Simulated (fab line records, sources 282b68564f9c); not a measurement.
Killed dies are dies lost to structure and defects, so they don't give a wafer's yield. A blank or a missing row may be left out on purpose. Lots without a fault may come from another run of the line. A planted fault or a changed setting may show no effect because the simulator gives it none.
A struck lot beside a sound one | flow rit_cmos | 14 steps out of a route of 202
Sound: wafers L321.1, L321.4, L321.6. Struck: wafers L322.1, L322.2, L322.4. The cause comes at the end.
At each step with rows: each side's tool, then ch and its chambers, then its first start. Under that, the readings that differ: sound wafers | struck wafers | difference of the means | sigmas: that difference in standard deviations of wafers without a fault.
alike: readings whose means differ by less than 2 such deviations, and words and numbers that are the same on both sides. not compared: withheld readings, readings that some wafer has no value for, bounds like >300 that may hide the same value, and numbers for which the record gives no deviation and whose values overlap.
The two part at a step that has a row with sigmas, a row that says differs or no value, or rows on one side only. Numbers that don't overlap but have no deviation are shown without sigmas and don't part them. A reading that every wafer of one side lacks parts them only if that side has two wafers or more.

RIT_GATE_STRIP_20: strips in O2, time 180 s.
  sound on plasma_asher-04 ch 0, day 3 11:50; struck on plasma_asher-03 ch 0,1, day 3 15:25
  alike: drypump_motor_current_A
  not compared: rf_hours_counter_h
RIT_GATE_CD_MEAS_90: target cd 150 nm.
  sound on cd_sem-01, day 3 12:01; struck on cd_sem-02, day 3 15:36
  alike: cd_nm
then, 4 steps without rows for these wafers: RIT_REOX_CLEAN_00 (cleans in SC1, time 600 s); RIT_REOX_CLEAN_01 (cleans in dHF, time 30 s); RIT_REOX_CLEAN_02 (cleans in SC2, time 600 s); RIT_REOX_OXIDATION_03 (target thk 25.2 nm, ox time 5580 s).
RIT_REOX_THK_MEAS_04:
  sound on film_metro-04, day 3 15:38; struck on film_metro-03, day 3 19:31
  alike: REOX_OXIDE_THK
then, 5 steps without rows for these wafers: RIT_NLDD_HMDS_00 (prime time 60 s); RIT_NLDD_COAT_01 (resist thk 1000 nm); RIT_NLDD_SOFTBAKE_02 (time 60 s); RIT_NLDD_EXPOSE_03 (exposes mask M7, target cd 40700 nm); RIT_NLDD_PEB_04.
RIT_NLDD_DEVELOP_05: develop time 50 s.
  sound on litho_track-02 ch 0, day 3 16:00; struck on litho_track-01, day 3 20:00
  no value came back on the struck wafers for chill_plate_temp_C (C), develop_time_s (s), exhaust_pa (Pa); on the sound wafers chill_plate_temp_C (C) reads 23.02 22.99 23.10
RIT_NLDD_OVL_MEAS_06:
  sound on overlay-01, day 3 16:32; struck on overlay-02, day 3 20:33
  reading       | sound          | struck | difference                    | sigmas
  NLDD_OVL (nm) | -2.4 -2.6 -3.1 | - - -  | no value on the struck wafers |

WHERE THEY PART
First at RIT_NLDD_DEVELOP_05; last, within this record, at RIT_NLDD_OVL_MEAS_06.

WHY: what the simulator had put in
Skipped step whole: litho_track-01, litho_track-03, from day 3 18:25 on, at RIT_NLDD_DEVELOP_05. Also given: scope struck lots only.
